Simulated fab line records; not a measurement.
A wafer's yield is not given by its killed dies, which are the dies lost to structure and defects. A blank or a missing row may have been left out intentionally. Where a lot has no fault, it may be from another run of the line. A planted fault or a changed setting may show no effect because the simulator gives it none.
Which tool was responsible?	flow ritCmos	15 lots, 45 wafers sampled, at 4 steps of a route of 202

WHAT THE GAUGES READ, wafer by wafer
RIT_ACTIVE_THK_MEAS_02. Usual: ACTIVE_OXIDE_THK 46.2 nm, standard deviation 0.95.
lot	measured	on	ACTIVE_OXIDE_THK (nm)	flag
L335	day 1 17:03	filmMetro-01	47.7 48.5 47.6	
L337	day 2 04:51	filmMetro-02	45.2 45.1 45.5	
L339	day 2 16:59	filmMetro-01	47.6 48.5 47.6	
L340	day 2 19:29	filmMetro-02	47.9 46.7 47.9	
L341	day 3 00:59	filmMetro-01	46.6 45.9 45.8	
L342	day 3 05:10	filmMetro-02	47.0 47.2 46.9	
L343	day 3 10:32	filmMetro-02	47.0 46.6 45.8	
L344	day 3 16:30	filmMetro-02	47.6 46.9 47.4	
L345	day 3 20:56	filmMetro-02	45.9 46.2 46.3	
L346	day 4 00:13	filmMetro-02	45.9 45.1 46.0	
L349	day 4 16:20	filmMetro-02	45.6 46.3 46.0	
L354	day 5 17:18	filmMetro-01	43.7 44.2 43.9	
L355	day 5 21:03	filmMetro-02	46.5 47.3 46.2	
L356	day 6 03:45	filmMetro-01	46.8 46.3 46.1	
L357	day 6 07:40	filmMetro-01	44.8 45.4 45.4	

RIT_REOX_THK_MEAS_04. Usual: REOX_OXIDE_THK 25.1 nm, standard deviation 0.58.
lot	measured	on	REOX_OXIDE_THK (nm)	flag
L335	day 3 07:49	filmMetro-04	25.3 25.4 25.3	
L337	day 3 19:00	filmMetro-02	25.3 25.6 25.4	
L339	day 4 04:19	filmMetro-04	25.4 25.5 24.8	
L340	day 4 07:45	filmMetro-04	25.1 24.9 25.1	
L341	day 4 15:07	filmMetro-02	24.8 25.0 24.6	
L342	day 4 15:07	filmMetro-04	25.0 24.6 25.2	
L343	day 4 20:57	filmMetro-04	25.7 25.4 25.2	
L344	day 5 00:56	filmMetro-04	25.5 25.6 25.3	
L345	day 5 05:52	filmMetro-04	25.2 25.2 25.3	
L346	day 5 09:52	filmMetro-04	25.8 25.7 25.8	
L349	day 6 01:47	filmMetro-04	24.9 24.4 24.3	
L354	day 7 00:48	filmMetro-04	24.3 24.1 23.6	
L355	day 7 08:10	filmMetro-04	24.3 24.5 24.6	
L356	day 7 14:59	filmMetro-02	24.7 24.5 24.7	
L357	day 7 21:47	filmMetro-02	25.7 25.5 25.3	

RIT_SDANNEAL_RS_MEAS_04: uses a four-point probe to measure. Usual: PSD_RS 115.93 ohm/sq, standard deviation 0.28.
lot	measured	on	PSD_RS (ohm/sq)	flag
L335	day 3 17:06	filmMetro-01	115.91 115.59 116.00	
L337	day 4 04:17	filmMetro-02	116.05 116.11 116.10	
L339	day 4 13:23	filmMetro-02	115.86 115.77 115.93	
L340	day 4 17:27	filmMetro-01	115.47 115.39 115.83	
L341	day 5 00:42	filmMetro-01	115.47 115.56 115.43	
L342	day 5 01:43	filmMetro-01	115.64 116.01 115.95	
L343	day 5 06:11	filmMetro-01	115.80 115.48 115.89	
L344	day 5 10:19	filmMetro-02	115.32 115.95 116.03	
L345	day 5 15:04	filmMetro-01	116.15 115.72 116.12	
L346	day 5 19:17	filmMetro-01	115.32 115.80 115.50	
L349	day 6 12:33	filmMetro-02	116.24 115.61 115.89	
L354	day 7 10:00	filmMetro-02	115.86 115.51 115.78	
L355	day 7 17:07	filmMetro-02	116.06 116.24 116.16	
L356	day 7 23:50	filmMetro-02	116.33 116.26 116.11	
L357	day 8 06:57	filmMetro-01	115.63 115.62 115.63	

TOOL THAT RAN EACH LOT (tool first, then ch and the chambers of the sampled wafers, then the start)
lot	RIT_NSD_COAT_01
L335	lithoTrack-03 ch 0, day 3 13:41
L337	lithoTrack-03 ch 0, day 4 00:43
L339	lithoTrack-03 ch 0, day 4 10:02
L340	lithoTrack-02 ch 0, day 4 13:46
L341	lithoTrack-04 ch 0, day 4 21:27
L342	lithoTrack-04 ch 0, day 4 22:29
L343	lithoTrack-04 ch 0, day 5 02:59
L344	lithoTrack-02 ch 0, day 5 06:50
L345	lithoTrack-04 ch 0, day 5 11:37
L346	lithoTrack-04 ch 0, day 5 15:40
L349	lithoTrack-03 ch 0, day 6 09:09
L354	lithoTrack-03 ch 0, day 7 06:37
L355	lithoTrack-02 ch 0, day 7 13:43
L356	lithoTrack-03 ch 0, day 7 20:33
L357	lithoTrack-02 ch 0, day 8 03:40
- RIT_NSD_COAT_01: resist thk 1000 nm.

AS READ BY THE TOOLS THEMSELVES (means over the sampled wafers that have a number; for cases with no such wafer, the mark the record gives instead)
RIT_NSD_COAT_01. Usual: spinSpeedRpm 3249.8 rpm, standard deviation 2.2.
lot	tool	spinSpeedRpm (rpm)	flag
L335	lithoTrack-03	3252.6	
L337	lithoTrack-03	3252.4	
L339	lithoTrack-03	3248.5	
L340	lithoTrack-02	3250.7	
L341	lithoTrack-04	3247.5	
L342	lithoTrack-04	3249.6	
L343	lithoTrack-04	3085.1	OFF
L344	lithoTrack-02	3249.4	
L345	lithoTrack-04	3085.1	OFF
L346	lithoTrack-04	3085.5	OFF
L349	lithoTrack-03	3248.4	
L354	lithoTrack-03	3246.8	
L355	lithoTrack-02	3250.5	
L356	lithoTrack-03	3248.0	
L357	lithoTrack-02	3250.1	

THE ANSWER, worked out from the rows above alone
Rule: a lot counts as off when the mean over its wafers that have a number is more than 3 standard deviations away from the usual mean. A lot without any number at a reading at which 4 lots or more have one is off too. Any other lot the step has rows for is counted as sound. First the gauges in route order, then the tools' own readings, where a lot's mean is used as printed above. At the first step where some lot is off, the reading lying furthest off is the one used; lots without a number count as furthest.
Off: L343, L345, L346 (RIT_NSD_COAT_01, spinSpeedRpm).
A tool fits if, at that step or a process step before it, it ran every lot that is off, and no sound lot after the first of them. One candidate fits, namely lithoTrack-04 at RIT_NSD_COAT_01. A fault onset in the window from L342 (day 4 22:29, its last sound lot) to L343 (day 5 02:59, its first lot off) fits.
The tool's own readings at RIT_NSD_COAT_01 bear it out: on the lots that are off they differ by more than 5 times the standard deviation of the sound lots' means. spinSpeedRpm reads 3085.2 rpm there against 3249.5 rpm on the sound lots.

WHAT THE SIMULATOR HAD PUT IN
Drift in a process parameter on lithoTrack-04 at RIT_NSD_COAT_01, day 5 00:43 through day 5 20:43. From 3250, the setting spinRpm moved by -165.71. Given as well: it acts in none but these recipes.
Lots struck among those shown: L343, L345, L346. The rule given above showed the same thing.
